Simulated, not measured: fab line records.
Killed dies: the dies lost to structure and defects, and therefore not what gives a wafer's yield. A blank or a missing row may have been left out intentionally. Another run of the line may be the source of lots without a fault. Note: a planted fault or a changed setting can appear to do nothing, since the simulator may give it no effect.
Problem report, 8D (eight disciplines) form, completed by code | flow berkeley-cmos170 | the parts of the form that need people (team, actions taken, sign-off) are left out

1. THE ISSUE
A mean of 251.2 W is read at UCB170_GATE_ETCH_15 for rf-fwd-power-W, taken on 1 wafer of 1 lot, against 297.5 W (standard deviation 1.4) on wafers free of any fault. That is -33 standard deviations from the usual mean.
The step: etches poly-Si in HBr/Cl2, stops on SiO2, time 56.3 s, target depth 278.2 nm.
Earliest sighting: wafer L183.4 on rie-si-01 at day 11 19:38. The record has a number at this step for 39 wafers belonging to 13 lots. Rule for "out" (also "out of limits"): further than 4 standard deviations from the usual mean. The rest of the wafers with a number are treated as sound.

2. WHAT IT IS, WHAT IT ISN'T
question                    | is                | is not
which readings at this step | rf-fwd-power-W    | HBr_flow_sccm, drypump-motor-current-A, oes-product-au, throttle-valve-pct
which lots                  | L183              | L165, L166, L167, L168, L169, L170, L171, L173, L174, L175, L176, L186
which wafers of those lots  | L183.4            | L183.2, L183.5
read on which tools         | rie-si-01         | rie-si-02
when                        | from day 11 19:38 | up to then (35 sound wafers); but 3 sound wafers of L186 came after

3. SUSPECTS, AND WHAT RULES EACH OUT
Counting: a tool at a process step up to the reading stays a suspect if it ran every lot that is out. Sound lots after the first of them don't rule it out here, since some wafers of a struck lot are sound.
- rie-si-01 at UCB170_GATE_ETCH_15 (etches poly-Si in HBr/Cl2, stops on SiO2, time 56.3 s, target depth 278.2 nm): kept. The lot that is out, L183, ran on it at day 11 19:38; the last sound lot it ran before that was L176, at day 10 09:35. Its own readings are out on those wafers: rf-fwd-power-W.
- Within rie-si-01 at UCB170_GATE_ETCH_15, the wafers that are out were processed in chamber 3 and their sound lot-mates in chamber 0.
After counting, what remains is rie-si-01 at UCB170_GATE_ETCH_15.

4. THE CAUSE (what the simulator had put in)
rie-si-01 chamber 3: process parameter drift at UCB170_GATE_ETCH_15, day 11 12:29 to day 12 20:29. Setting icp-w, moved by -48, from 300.
This tool alone remained once counting was done.

5. SEQUENCE OF EFFECTS, ordered by route
One row per reading whose mean, taken over the struck wafers that have a number, lies over 3 standard deviations from the usual. Readings are gone through only where the record gives a usual standard deviation; hours: the median, over the lots, of the time from a lot's start at the first step in this table giving one to that lot's start at this step; sigmas: the change measured in usual standard deviations.
hours | step                | reading        | usual   | on struck wafers | change | sigmas
0     | UCB170_GATE_ETCH_15 | rf-fwd-power-W | 297.5 W | 251.2            | -46.3  | -33
Process steps it contains:
- UCB170_GATE_ETCH_15: etches poly-Si in HBr/Cl2, stops on SiO2, time 56.3 s, target depth 278.2 nm.
Later measuring or inspecting steps at which every struck wafer that the step has a row for has a number for every such reading, and none has moved that far: UCB170_V2_CD_MEAS_12.

6. WHAT WOULD HAVE CAUGHT IT SOONER
The fault began at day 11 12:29; the first out-of-limits reading in this record came at day 11 19:38, 7 hours later.
